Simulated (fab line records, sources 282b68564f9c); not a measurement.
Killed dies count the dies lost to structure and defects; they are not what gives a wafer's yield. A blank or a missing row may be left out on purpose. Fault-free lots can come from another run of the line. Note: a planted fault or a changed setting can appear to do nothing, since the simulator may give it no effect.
Struck lot and sound lot, side by side || flow ritCmos || 16 out of 202 route steps
Sound: the wafers L467.1, L467.2, L467.3. The struck wafers were L472.3, L472.5, L472.6. The cause is given at the end.
Order at every step that has rows: each side's tool, ch and its chambers, its first start. Under that, the readings that differ: sound wafers || struck wafers || difference of the means || sigmas: that difference in standard deviations of wafers without a fault.
alike: a reading whose means differ by less than 2 such deviations, as well as words and numbers matching on both sides. not compared: withheld readings; readings where some wafer has no value; bounds like >300 that might hide an equal value; numbers whose values overlap and for which the record gives no deviation.
Wherever a step has rows on one side only, a row that says differs or no value, or a row with sigmas, the two part there. Numbers that have no deviation but don't overlap get no sigmas and don't part them. A reading that every wafer of one side lacks parts them only if that side has two wafers or more.

first, 4 steps without rows for these wafers: RIT_ACTIVE_SOFTBAKE_07 (time 60 s); RIT_ACTIVE_EXPOSE_08 (exposes mask M1, target cd 1400 nm); RIT_ACTIVE_PEB_09; RIT_ACTIVE_DEVELOP_10 (develop time 50 s).
RIT_ACTIVE_CD_MEAS_11: target cd 1400 nm.
  sound on cdSem-01, day 3 21:34; struck on cdSem-01, day 4 22:39
  alike: cdNm
then, 1 step without rows for these wafers: RIT_ACTIVE_HARDBAKE_12 (time 60 s).
RIT_ACTIVE_ETCH_13: etches Si3N4 in SF6, stops on SiO2, time 210 s, target depth 210 nm.
  sound on rieDiel-02 ch 0,1,2, day 3 21:50; struck on rieDiel-02 ch 0,2, day 4 22:56
{"reading": "rfHoursCounterH (h)", "sound": "30 61 19", "struck": "- - -", "difference": "no value on the struck wafers", "sigmas": ""}
  alike: SF6_flow_sccm, drypumpMotorCurrentA, oesProductAu, rfFwdPowerW, throttleValvePct
RIT_ACTIVE_STRIP_14: strips in O2, time 180 s.
  sound on plasmaAsher-03 ch 0,1, day 3 21:58; struck on plasmaAsher-03 ch 0,1, day 4 23:08
  alike: drypumpMotorCurrentA, rfReflPowerW
  not compared: rfHoursCounterH
RIT_ACTIVE_CD_MEAS_90: target cd 1400 nm.
  sound on cdSem-02, day 3 22:08; struck on cdSem-02, day 4 23:17
  alike: cdNm
then, 3 steps without rows for these wafers: RIT_ACTIVE_CLEAN_15 (cleans in SC1, time 600 s); RIT_ACTIVE_CLEAN_16 (cleans in dHF, time 30 s); RIT_ACTIVE_CLEAN_17 (cleans in SC2, time 600 s).
RIT_FOX1_OXIDATION_00: target thk 350.7 nm, ox time 1130 s.
  sound on furnace-04 ch 0, day 3 22:38; struck on furnace-01 ch 0, day 4 23:45
{"reading": "spikeTcCentreC (C)", "sound": "1104.8 1101.9 1104.2", "struck": "1128.0 1126.6 1125.5", "difference": "+23.1", "sigmas": "+19"}
{"reading": "spikeTcLoadC (C)", "sound": "1130.4 1130.2 1131.2", "struck": "1152.0 1152.4 1150.5", "difference": "+21.0", "sigmas": "+9"}
{"reading": "spikeTcSourceC (C)", "sound": "1129 1128 1129", "struck": "1147 1149 1148", "difference": "+19", "sigmas": "+6"}
{"reading": "tubeCenterTempC (C)", "sound": "1099.8 1099.9 1100.1", "struck": "1125.1 1125 1125.1", "difference": "+25.1", "sigmas": "+99 or more"}
{"reading": "tube_center_temp_C_max", "sound": "1102.2 1102.8 1102.7", "struck": "1128.3 1128.1 1127.6", "difference": "+25.4", "sigmas": "+54"}
{"reading": "model.SiO2_of_FOX1_OXIDATION_00.thkNm (nm)", "sound": "348.3 343.7 345.1", "struck": "411.3 405.3 409.4", "difference": "+63.0", "sigmas": ""}
RIT_FOX1_THK_MEAS_01:
  sound on filmMetro-02, day 3 23:56; struck on filmMetro-03, day 5 01:05
{"reading": "FOX1_OXIDE_THK (nm)", "sound": "348 343 345", "struck": "412 405 409", "difference": "+63", "sigmas": "+9"}
then, 1 step without rows for these wafers: RIT_FOX1_WET_ETCH_02 (etches SiO2 in BOE, target depth 350 nm, time 390 s).
RIT_M1_PROBE_99:
  sound on prober-02, day 5 15:55; struck on prober-01, day 6 17:39
{"reading": "model.etest.pldd.widthNm (nm)", "sound": "3185 3187 3163", "struck": "3088 3083 3093", "difference": -90, "sigmas": ""}
{"reading": "model.etest.nldd.widthNm (nm)", "sound": "3172 3178 3167", "struck": "3084 3079 3086", "difference": -89, "sigmas": ""}
{"reading": "model.etest.nplusSal.widthNm (nm)", "sound": "3438 3442 3443", "struck": "3354 3380 3371", "difference": -73, "sigmas": ""}
{"reading": "model.etest.pplusSal.widthNm (nm)", "sound": "3440 3418 3440", "struck": "3368 3368 3374", "difference": -63, "sigmas": ""}
  alike: killedAtFrontEnd, killedDies, killedOpen, killedShort

WHERE THEY PART
Last at RIT_FOX1_THK_MEAS_01 as far as this record goes, first at RIT_ACTIVE_ETCH_13. Later steps at which nothing parts them and some readings are alike: RIT_M1_PROBE_99.

WHY: the cause the simulator had injected
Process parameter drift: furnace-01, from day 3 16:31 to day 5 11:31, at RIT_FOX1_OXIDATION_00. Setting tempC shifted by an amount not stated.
